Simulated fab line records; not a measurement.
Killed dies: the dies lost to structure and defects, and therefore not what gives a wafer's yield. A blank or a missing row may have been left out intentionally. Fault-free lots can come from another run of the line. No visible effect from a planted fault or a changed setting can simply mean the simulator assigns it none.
fab line records ; flow ritCmos
record: lots: 13; wafers: 39; lastDay: 8
route steps=202 shown PLDD@117 M1@202
lots that met no fault: taken from a fault-free run of the same line
startH: hours from the record's first day to the start of the lot's first wafer shown ; waitH: hours elapsed since this lot's preceding step ; " unchanged from the row above ; L1.1+2: one row covering several wafers at once ; - either no value or no given start ; * or withheld: withheld ; < > ~ a bound
route shown NAME@n: NAME is a module with steps in the file, n the number in the route of the first one ; usual: mean and standard deviation over wafers with no fault ; same: alike in all rows ; chamber/n: place in a boat ; sites: readings site by site ; _std_site: their standard deviation ; _edge_site: inner sites' mean taken away from outer sites' mean ; radiusMm: for every site, how far away it sits from the centre of the wafer ; mask NAME#n: copy n ; behind: the most recent tool/chamber to have shaped the wafer ; hold: reason for holding the lot/hours on hold/outcome of the hold ; device: the n, p or np transistor that did not switch ; end of line: tests of these same wafers at the route's end ; step lacking rows: just its recipe ; killed: at the first sort, the dies lost to defects and structure; wafer yield is something else ; map: the dies of a wafer, with x for killed, . for not killed, _ for no die there
set.NAME: the setting as run; set.NAME@STEP: as run at that earlier step ; model.NAME: the simulator's own value behind a step, which no gauge read
route steps across a sampled set of lots; one table per step, one row per wafer
services: a tool's chamber out of use, with start hour (startH, from the record's first day; less than 0 if before it), hours out, and reason
== steps ==
step: RIT_PLDD_EXPOSE_03
recipe: maskId: M8; na: 0.57; targetCdNm: 40900; doseMj: 250
usual: exposureDoseMJCm2: 250.01/0.27; stageVelMmS: 500.00/0.27
lot.wafer;tool;chamber;startH;waitH;mask;exposureDoseMJCm2;stageVelMmS
L266.3;ilineStepper-02;0;54.50;0.2;M8#0;250.11;500.29
L266.4;ilineStepper-02;0;54.50;0.2;M8#0;249.88;500.05
L266.6;ilineStepper-02;0;54.50;0.2;M8#0;249.90;499.73
L267.1;ilineStepper-01;0;57.01;0.2;M8#0;250.02;499.83
L267.3;ilineStepper-01;0;57.01;0.2;M8#0;250.08;500.04
L267.6;ilineStepper-01;0;57.01;0.2;M8#0;250.22;499.90
L269.1;ilineStepper-02;0;67.99;0.1;M8#0;250.09;500.10
L269.5;ilineStepper-02;0;67.99;0.1;M8#0;249.98;500.03
L269.6;ilineStepper-02;0;67.99;0.1;M8#0;250.36;499.95
L270.1;ilineStepper-02;0;77.11;0.1;M8#0;249.96;500.08
L270.5;ilineStepper-02;0;77.11;0.1;M8#0;249.69;500.31
L270.6;ilineStepper-02;0;77.11;0.1;M8#0;249.76;499.72
L271.3;ilineStepper-01;0;79.33;0.2;M8#0;250.57;500.52
L271.5;ilineStepper-01;0;79.33;0.2;M8#0;250.00;499.95
L271.6;ilineStepper-01;0;79.33;0.2;M8#0;250.20;500.39
L273.2;ilineStepper-02;0;90.01;0.1;M8#0;249.79;499.79
L273.4;ilineStepper-02;0;90.01;0.1;M8#0;249.89;500.02
L273.6;ilineStepper-02;0;90.01;0.1;M8#0;249.84;499.86
L274.1;ilineStepper-01;0;94.38;0.2;M8#0;250.22;500.40
L274.3;ilineStepper-01;0;94.38;0.2;M8#0;249.88;499.91
L274.6;ilineStepper-01;0;94.38;0.2;M8#0;249.74;500.15
L276.2;ilineStepper-01;0;105.13;0.1;M7#0;250.28;499.87
L276.4;ilineStepper-01;0;105.13;0.1;M7#0;250.55;499.87
L276.6;ilineStepper-01;0;105.13;0.1;M7#0;250.34;500.03
L283.1;ilineStepper-01;0;157.33;0.1;M8#0;249.99;499.86
L283.4;ilineStepper-01;0;157.33;0.1;M8#0;249.76;499.60
L283.6;ilineStepper-01;0;157.33;0.1;M8#0;249.46;499.94
L284.2;ilineStepper-01;0;164.96;0.1;M8#0;250.39;500.07
L284.3;ilineStepper-01;0;164.96;0.1;M8#0;250.20;500.30
L284.4;ilineStepper-01;0;164.96;0.1;M8#0;250.31;499.29
L285.2;ilineStepper-01;0;165.11;0.1;M8#0;249.68;500.06
L285.3;ilineStepper-01;0;165.11;0.1;M8#0;249.59;500.05
L285.6;ilineStepper-01;0;165.11;0.1;M8#0;250.21;500.19
L286.3;ilineStepper-01;0;169.64;0.1;M8#0;250.09;500.11
L286.4;ilineStepper-01;0;169.64;0.1;M8#0;250.22;500.09
L286.5;ilineStepper-01;0;169.64;0.1;M8#0;249.85;500.54
L287.1;ilineStepper-01;0;178.81;0.2;M8#0;249.69;499.74
L287.2;ilineStepper-01;0;178.81;0.2;M8#0;249.97;500.15
L287.3;ilineStepper-01;0;178.81;0.2;M8#0;250.18;499.79
step: RIT_PLDD_OVL_MEAS_06
usual: PLDD_OVL: -0.4/1.4
lot.wafer;tool;chamber;startH;waitH;PLDD_OVL[nm]
L266.3;overlay-01;-;55.02;-;-0.2
L266.4;overlay-01;-;55.02;-;-0.2
L266.6;overlay-01;-;55.02;-;-1.0
L267.1;overlay-02;-;57.41;-;-2.7
L267.3;overlay-02;-;57.41;-;-2.4
L267.6;overlay-02;-;57.41;-;-3.2
L269.1;overlay-01;-;68.39;-;-0.9
L269.5;overlay-01;-;68.39;-;-1.5
L269.6;overlay-01;-;68.39;-;-2.8
L270.1;overlay-02;-;77.61;-;0.3
L270.5;overlay-02;-;77.61;-;-1.4
L270.6;overlay-02;-;77.61;-;-2.9
L271.3;overlay-01;-;79.70;-;-2.0
L271.5;overlay-01;-;79.70;-;-1.3
L271.6;overlay-01;-;79.70;-;-2.1
L273.2;overlay-02;-;90.40;-;0.8
L273.4;overlay-02;-;90.40;-;-1.0
L273.6;overlay-02;-;90.40;-;0.0
L274.1;overlay-01;-;94.78;-;1.3
L274.3;overlay-01;-;94.78;-;-0.9
L274.6;overlay-01;-;94.78;-;-1.4
L276.2;overlay-02;-;105.51;-;-
L276.4;overlay-02;-;105.51;-;-
L276.6;overlay-02;-;105.51;-;-
L283.1;overlay-02;-;157.94;-;2.4
L283.4;overlay-02;-;157.94;-;1.4
L283.6;overlay-02;-;157.94;-;2.9
L284.2;overlay-02;-;165.35;-;0.1
L284.3;overlay-02;-;165.35;-;0.0
L284.4;overlay-02;-;165.35;-;-0.6
L285.2;overlay-01;-;165.50;-;0.7
L285.3;overlay-01;-;165.50;-;0.6
L285.6;overlay-01;-;165.50;-;-0.8
L286.3;overlay-02;-;170.02;-;0.1
L286.4;overlay-02;-;170.02;-;0.2
L286.5;overlay-02;-;170.02;-;2.4
L287.1;overlay-02;-;179.42;-;-0.5
L287.2;overlay-02;-;179.42;-;-1.5
L287.3;overlay-02;-;179.42;-;-1.5
step: RIT_PLDD_TW_MEAS_10
usual: PLDD_TW: 2366/25
lot.wafer;tool;chamber;startH;waitH;PLDD_TW
L266.3;filmMetro-02;-;55.54;0.1;2350
L266.4;filmMetro-02;-;55.54;0.1;2359
L266.6;filmMetro-02;-;55.54;0.1;2363
L267.1;filmMetro-03;-;57.92;0.1;2402
L267.3;filmMetro-03;-;57.92;0.1;2405
L267.6;filmMetro-03;-;57.92;0.1;2406
L269.1;filmMetro-02;-;68.90;0.1;2364
L269.5;filmMetro-02;-;68.90;0.1;2359
L269.6;filmMetro-02;-;68.90;0.1;2354
L270.1;filmMetro-03;-;78.12;0.1;2376
L270.5;filmMetro-03;-;78.12;0.1;2387
L270.6;filmMetro-03;-;78.12;0.1;2404
L271.3;filmMetro-01;-;80.22;0.1;2359
L271.5;filmMetro-01;-;80.22;0.1;2361
L271.6;filmMetro-01;-;80.22;0.1;2355
L273.2;filmMetro-02;-;90.91;0.1;2364
L273.4;filmMetro-02;-;90.91;0.1;2369
L273.6;filmMetro-02;-;90.91;0.1;2368
L274.1;filmMetro-03;-;95.29;0.1;2407
L274.3;filmMetro-03;-;95.29;0.1;2402
L274.6;filmMetro-03;-;95.29;0.1;2408
L276.2;filmMetro-02;-;106.03;0.1;30
L276.4;filmMetro-02;-;106.03;0.1;30
L276.6;filmMetro-02;-;106.03;0.1;30
L283.1;filmMetro-01;-;158.45;0.1;2338
L283.4;filmMetro-01;-;158.45;0.1;2338
L283.6;filmMetro-01;-;158.45;0.1;2331
L284.2;filmMetro-01;-;165.89;0.1;2350
L284.3;filmMetro-01;-;165.89;0.1;2333
L284.4;filmMetro-01;-;165.89;0.1;2340
L285.2;filmMetro-02;-;166.01;0.1;2358
L285.3;filmMetro-02;-;166.01;0.1;2350
L285.6;filmMetro-02;-;166.01;0.1;2342
L286.3;filmMetro-03;-;170.54;0.1;2400
L286.4;filmMetro-03;-;170.54;0.1;2420
L286.5;filmMetro-03;-;170.54;0.1;2417
L287.1;filmMetro-03;-;179.93;0.1;2410
L287.2;filmMetro-03;-;179.93;0.1;2399
L287.3;filmMetro-03;-;179.93;0.1;2414
step: RIT_M1_PROBE_99
usual: killed_at_M0_to_M3: 0.0/0.14; killedAtContacts: 0.1/0.3; killedAtFrontEnd: 7/3.1; killedDies: 7/3.1; killedOnRim: 1.9/1.5; killedOpen: 3.8/2.3; killedShort: 3.2/1.9
same: grossDies: 264; killed_at_M4_up: 0; killedAtBackSide: 0; killedAtOther: 0
lot.wafer;tool;chamber;startH;waitH;killed_at_M0_to_M3;killedAtContacts;killedAtFrontEnd;killedDies;killedOnRim;killedOpen;killedShort
L276.2;prober-02;-;119.51;0.1;0;0;264;264;70;3;1
L276.4;prober-02;-;119.61;0.2;0;0;264;264;70;6;6
L276.6;prober-02;-;119.71;0.2;0;0;264;264;70;8;3
L284.2;prober-01;-;181.94;0.1;0;0;8;8;2;4;4
L284.3;prober-01;-;181.99;0.2;0;0;6;6;2;5;1
L284.4;prober-01;-;182.04;0.2;0;0;13;13;2;8;5
L286.3;prober-01;-;184.42;0.2;0;0;11;11;2;7;4
L286.4;prober-01;-;184.47;0.2;0;0;3;3;3;2;1
L286.5;prober-01;-;184.52;0.2;0;0;4;4;0;3;1
killed by level:class
L276.2 PLDD:areaExpose=260 REOX:geometricParticle:open=3 SPACER:geometricParticle:short=1
L276.4 PLDD:areaExpose=252 GATE:geometricParticle:short=4 GATE:geometricParticle:open=3 SILICIDE:geometricParticle:open=2 FOX1:geometricParticle:short=1 REOX:geometricParticle:short=1 REOX:geometricParticle:open=1
L276.6 PLDD:areaExpose=253 GATE:geometricParticle:open=5 GATE:geometricParticle:short=2 FOX2:geometricParticle:short=1 FOX2:geometricParticle:open=1 SPACER:geometricParticle:open=1 SILICIDE:geometricParticle:open=1
L284.2 GATE:geometricParticle:short=2 REOX:geometricParticle:short=2 SPACER:geometricParticle:open=2 GATE:geometricParticle:open=1 SILICIDE:geometricParticle:open=1
L284.3 SPACER:geometricParticle:open=4 GATE:geometricParticle:open=1 GATE:geometricParticle:short=1
L284.4 REOX:geometricParticle:open=4 FOX1:geometricParticle:short=2 GATE:geometricParticle:open=2 REOX:geometricParticle:short=2 FOX1:geometricParticle:open=1 SPACER:geometricParticle:short=1 SILICIDE:geometricParticle:open=1
L286.3 SILICIDE:geometricParticle:open=4 GATE:geometricParticle:short=2 SILICIDE:geometricParticle:short=2 FOX2:geometricParticle:open=1 REOX:geometricParticle:open=1 SPACER:geometricParticle:open=1
L286.4 FOX2:geometricParticle:open=1 REOX:geometricParticle:short=1 REOX:geometricParticle:open=1
L286.5 FOX2:geometricParticle:open=1 GATE:geometricParticle:open=1 REOX:geometricParticle:short=1 REOX:geometricParticle:open=1
== services ==
tool;chamber;startH;hours;kind
ilineStepper-02;-;50.85;2.2;repair
ilineStepper-01;-;63.44;1.7;pm
ilineStepper-02;-;71.24;4.4;pm
ilineStepper-01;0;114.00;-;calibration
ilineStepper-02;-;117.42;1.7;pm
== key ==
firstSign: step: RIT_PLDD_EXPOSE_03; reading: mask; direction: changed
effect: step: RIT_PLDD_OVL_MEAS_06; reading: PLDD_OVL; direction: missing
effect: step: RIT_PLDD_TW_MEAS_10; reading: PLDD_TW; direction: down; sigmas: 93; usual: 2366; struck: 30
effect: step: RIT_M1_PROBE_99; reading: killedDies; direction: up; sigmas: 84; usual: 7; struck: 264
moreKillsBornAt: RIT_PLDD_EXPOSE_03@ilineStepper-01: 765
metAt RIT_PLDD_EXPOSE_03
struckLots L276
testerLeftOut L276
onsetBetween 94.38 105.13
fault: kind: wrongMask; tool: any; chamber: -; onsetH: 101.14; steps: RIT_PLDD_EXPOSE_03; auxCopy: M7#0; scope: struckLotsOnly
testerLeftOut: of these lots the tester's yield and bins aren't shown, on N5 and GAA mostly nor the transistor test; their killed dies are dies lost to structure and defects alone, not to doping, threshold or leakage, so they don't give the yield
